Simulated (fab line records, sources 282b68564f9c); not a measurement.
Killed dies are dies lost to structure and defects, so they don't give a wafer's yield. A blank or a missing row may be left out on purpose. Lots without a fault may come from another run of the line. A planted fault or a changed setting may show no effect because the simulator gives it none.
Problem report in the 8D (eight disciplines) form, filled by code | flow rit_cmos | the parts of the form that need people (team, actions taken, sign-off) are left out

1. THE PROBLEM
dose_ions_cm2 at RIT_PRETRO_IMPLANT_08 reads a mean of 1.1321e+13 on 6 wafers of 2 lots; wafers without a fault read 1.2003e+13 with a standard deviation of 1.4e+10. That is -49 standard deviations from the usual mean.
First seen on wafer L978.1, day 4 09:08, on implanter-02. The record holds 18 wafers of 6 lots with a number at this step. Rule for "out", or "out of limits": more than 4 standard deviations from the usual mean. The other wafers with a number count as sound.

2. WHAT IT IS AND WHAT IT IS NOT
question                    | is                     | is not
which readings at this step | dose_ions_cm2          | -
which lots                  | L978, L984             | L972, L975, L988, L989
which wafers of those lots  | all that have a number | -
read on which tools         | implanter-02           | implanter-01, implanter-03
when                        | from day 4 09:08       | up to then (6 sound wafers); but 6 sound wafers of L988, L989 came after

3. SUSPECTS, AND WHAT RULES EACH OUT
Counting: a tool at a process step up to the reading stays a suspect if it ran every lot that is out and no sound lot after the first of them.
- implanter-02 at RIT_PRETRO_IMPLANT_08: kept. It ran every lot that is out, first L978 (day 4 09:08), and no sound lot after that; its last sound lot up to then is L975 (day 3 18:41). Its own readings are out on those wafers: dose_ions_cm2.
Left after counting: implanter-02 at RIT_PRETRO_IMPLANT_08.

4. THE CAUSE (what the simulator had put in)
Process parameter drift: implanter-02, from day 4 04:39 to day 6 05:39, at RIT_PRETRO_IMPLANT_08. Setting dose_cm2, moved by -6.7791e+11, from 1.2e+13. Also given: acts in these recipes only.
Counting left only this tool.

5. THE CHAIN OF EFFECTS, in route order
Each row: a reading whose mean over the struck wafers that have a number lies more than 3 standard deviations from the usual. Only readings for which the record gives a usual standard deviation are gone through. hours: the time from each lot's start at the first step in this table that gives one to its start at this step, as a median over the lots. sigmas: the change in usual standard deviations.
hours | step                  | reading       | usual      | on struck wafers | change      | sigmas
0     | RIT_PRETRO_IMPLANT_08 | dose_ions_cm2 | 1.2003e+13 | 1.1321e+13       | -6.8217e+11 | -49
The process steps in it:
- RIT_PRETRO_IMPLANT_08
Later measuring or inspecting steps at which every struck wafer that the step has a row for has a number for every such reading, and none has moved that far: RIT_PRETRO_TW_MEAS_10.

6. WHAT WOULD HAVE CAUGHT IT SOONER
In this record the first reading out of limits was taken at day 4 09:08, 4 hours after the fault began at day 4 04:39.
